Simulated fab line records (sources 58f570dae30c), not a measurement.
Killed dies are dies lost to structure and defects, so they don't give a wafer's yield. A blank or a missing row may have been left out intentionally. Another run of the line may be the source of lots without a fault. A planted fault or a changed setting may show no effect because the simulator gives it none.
What tool caused it?	flow berkeleyCmos170	Sampling: 15 lots, 45 wafers, 5 of 331 route steps

WHAT THE GAUGES READ, wafer by wafer
UCB170_SACOX_THK_MEAS_02.
lot	measured	on	SACOX_OXIDE_THK (nm)
L331	day 5 08:09	filmMetro-01	14.39 14.42 14.55
L333	day 5 18:35	filmMetro-02	14.22 14.30 14.15
L334	day 6 05:41	filmMetro-03	14.54 14.56 14.85
L336	day 6 05:42	filmMetro-02	14.43 14.35 14.54
L337	day 6 15:48	filmMetro-01	14.43 14.35 14.06
L338	day 7 02:57	filmMetro-03	14.38 14.51 14.28
L342	day 7 11:22	filmMetro-03	14.44 14.61 14.27
L339	day 7 11:22	filmMetro-01	14.47 14.41 14.28
L343	day 8 01:14	filmMetro-02	14.12 14.31 14.10
L347	day 8 20:54	filmMetro-01	14.54 14.53 14.31
L350	day 9 09:33	filmMetro-02	14.48 14.41 14.42
L351	day 9 20:23	filmMetro-01	14.60 14.37 14.33

UCB170_FIELD_THK_MEAS_91.
lot	measured	on	FIELD_OXIDE_LEFT_2_THK (nm)
L331	day 5 17:40	filmMetro-04	342 346 349
L333	day 6 07:29	filmMetro-03	345 339 353
L334	day 6 17:08	filmMetro-03	349 353 349
L336	day 6 17:44	filmMetro-04	357 357 359
L337	day 7 06:13	filmMetro-03	357 359 368
L338	day 7 16:38	filmMetro-04	347 333 329
L342	day 8 05:08	filmMetro-03	351 352 351
L339	day 8 05:04	filmMetro-04	344 350 337
L343	day 8 16:20	filmMetro-02	340 351 351
L347	day 9 10:31	filmMetro-02	345 339 342
L350	day 9 22:11	filmMetro-04	354 355 351
L351	day 10 08:11	filmMetro-04	360 354 359

UCB170_GATE_OVL_MEAS_13.
lot	measured	on	GATE_OVL (nm)
L331	day 6 04:52	overlay-01	1 -5 -2
L333	day 6 18:01	overlay-02	-7 -9 -5
L334	day 7 07:14	overlay-02	-3 -4 -12
L336	day 7 07:31	overlay-01	5 3 2
L337	day 7 21:38	overlay-01	8 7 2
L338	day 8 06:17	overlay-01	-8 -16 -9
L342	day 8 16:55	overlay-02	-8 -9 -4
L339	day 8 16:33	overlay-02	-1 -4 0
L343	day 9 07:26	overlay-01	-5 -3 4
L347	day 9 20:43	overlay-02	-3 4 2
L350	day 10 08:14	overlay-02	8 13 5
L351	day 10 23:17	overlay-01	-5 -2 -13

WHICH TOOL RAN EACH LOT (tool, then ch and the chambers of the sampled wafers, then the start)
lot	UCB170_ACTIVE_ETCH_15	UCB170_ACTIVE_STRIP_16
L331	rieDiel-02 ch 1,3, day 4 12:37	plasmaAsher-03 ch 0,1, day 4 12:43
L333	rieDiel-03 ch 0,1,3, day 4 23:16	plasmaAsher-02 ch 0,1, day 4 23:22
L334	rieDiel-04 ch 0,1,2, day 5 05:02	plasmaAsher-04 ch 0,1, day 5 05:08
L336	rieDiel-04 ch 0,1, day 5 11:40	plasmaAsher-02 ch 0,1, day 5 11:46
L337	rieDiel-03 ch 1,2,3, day 5 18:10	plasmaAsher-02 ch 0,1, day 5 18:16
L338	rieDiel-04 ch 1,3, day 6 06:53	plasmaAsher-04 ch 0, day 6 06:59
L342	rieDiel-03 ch 0,2,3, day 6 14:16	plasmaAsher-04 ch 0,1, day 6 14:22
L339	rieDiel-03 ch 1,2,3, day 6 14:24	plasmaAsher-04 ch 0,1, day 6 14:30
L344	rieDiel-04 ch 1,2, day 7 00:42	plasmaAsher-03 ch 0,1, day 7 00:50
L343	rieDiel-02 ch 1,2,3, day 7 00:56	plasmaAsher-02 ch 0,1, day 7 01:02
L346	rieDiel-04 ch 0,1,2, day 7 12:24	plasmaAsher-03 ch 0,1, day 7 12:32
L347	rieDiel-02 ch 0,1,3, day 7 22:12	plasmaAsher-04 ch 0,1, day 7 22:18
L348	rieDiel-04 ch 0,1,3, day 7 22:27	plasmaAsher-03 ch 0,1, day 7 22:33
L350	rieDiel-02 ch 0,3, day 8 09:04	plasmaAsher-03 ch 0, day 8 09:10
L351	rieDiel-02 ch 0,1,2, day 8 19:15	plasmaAsher-03 ch 0, day 8 19:21
- UCB170_ACTIVE_ETCH_15: etches Si3N4 in CH3F/Ar/O2, stops on SiO2, target depth 242 nm, time 151 s.
- UCB170_ACTIVE_STRIP_16: strips in O2.

WHAT THE TOOLS THEMSELVES READ (means of the sampled wafers that have a number; where no wafer has one, the mark that the record gives instead)
UCB170_ACTIVE_ETCH_15.
lot	tool	drypumpMotorCurrentA (A)	mfcArSccm (sccm)	oesProductAu (a.u.)	rfFwdPowerW (W)	throttleValvePct (%)
L331	rieDiel-02	5.7	49.94	0.938	447.3	8.14
L333	rieDiel-03	5.4	50.01	0.937	449.8	8.10
L334	rieDiel-04	6.0	50.08	0.942	446.7	7.95
L336	rieDiel-04	6.1	50.09	0.935	447.9	8.00
L337	rieDiel-03	5.6	50.06	0.924	449.1	8.00
L338	rieDiel-04	5.6	49.92	0.938	448.1	7.88
L342	rieDiel-03	5.6	49.93	0.938	448.8	7.98
L339	rieDiel-03	5.6	49.96	0.927	447.6	8.00
L344	rieDiel-04	5.7	50.00	0.866	268.6	7.92
L343	rieDiel-02	5.8	49.95	0.951	448.2	8.05
L346	rieDiel-04	6.0	50.16	0.859	269.4	7.95
L347	rieDiel-02	5.9	50.02	0.953	447.1	8.13
L348	rieDiel-04	5.8	50.05	0.861	267.7	7.93
L350	rieDiel-02	6.2	49.91	0.947	447.3	8.09
L351	rieDiel-02	5.7	49.80	0.954	449.3	8.08

UCB170_ACTIVE_STRIP_16.
lot	tool	drypumpMotorCurrentA (A)	oesProductAu (a.u.)	stripTimeToEndpointS (s)
L331	plasmaAsher-03	5.3	0.724	18.16
L333	plasmaAsher-02	6.1	0.720	18.15
L334	plasmaAsher-04	6.4	0.723	18.04
L336	plasmaAsher-02	6.0	0.719	18.08
L337	plasmaAsher-02	6.1	0.720	18.10
L338	plasmaAsher-04	6.7	0.721	18.26
L342	plasmaAsher-04	6.0	0.723	18.11
L339	plasmaAsher-04	6.0	0.720	18.02
L344	plasmaAsher-03	5.3	0.722	18.99
L343	plasmaAsher-02	6.0	0.721	18.10
L346	plasmaAsher-03	5.3	0.715	19.09
L347	plasmaAsher-04	6.0	0.720	18.12
L348	plasmaAsher-03	5.3	0.724	18.94
L350	plasmaAsher-03	6.1	0.724	18.18
L351	plasmaAsher-03	6.1	0.718	18.09

THE ANSWER, worked out from the rows above alone
Rule: what is usual is taken from the lots themselves. Put in order of their means at a reading, lots are off if they are a third of the lots or fewer, leave a main group of 4 or more, and stand apart from it by a gap of 3 or more times the standard deviation of the main group's means; of several such gaps the widest counts. A main group is skipped when, at the precision printed for the reading in the tables above, its means are all equal. Also off: a lot with no number at a reading for which 4 or more lots have one. The other lots that the step has rows for count as sound. After the gauges, taken in route order, come the tools' own readings; for these a lot's mean is taken, as printed above. At the first step where some lot is off, the reading lying furthest off is the one used; lots without a number count as furthest.
Off, at UCB170_ACTIVE_ETCH_15 on rfFwdPowerW: L344, L346, L348. Mean 448.1 W and standard deviation 0.93 in the main group.
If a tool, at that step or one of the process steps before it, ran each lot that is off and ran no sound lot following the first of them, it fits. One fits: UCB170_ACTIVE_ETCH_15 on rieDiel-04. Its last sound lot is L338 (day 6 06:53), its first lot that is off L344 (day 7 00:42): a fault that began between those two fits.
The tool's own readings at UCB170_ACTIVE_ETCH_15 bear it out: on the lots that are off they differ by more than 5 times the standard deviation of the sound lots' means. oesProductAu reads 0.862 a.u. there against 0.940 a.u. on the sound lots; rfFwdPowerW reads 268.6 W there against 448.1 W on the sound lots.

WHAT THE SIMULATOR HAD INSERTED
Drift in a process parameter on rieDiel-04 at UCB170_ACTIVE_ETCH_15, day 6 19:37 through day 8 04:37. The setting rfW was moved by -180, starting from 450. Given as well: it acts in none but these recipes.
Lots struck among those shown: L344, L346, L348. Same finding as the rule above.
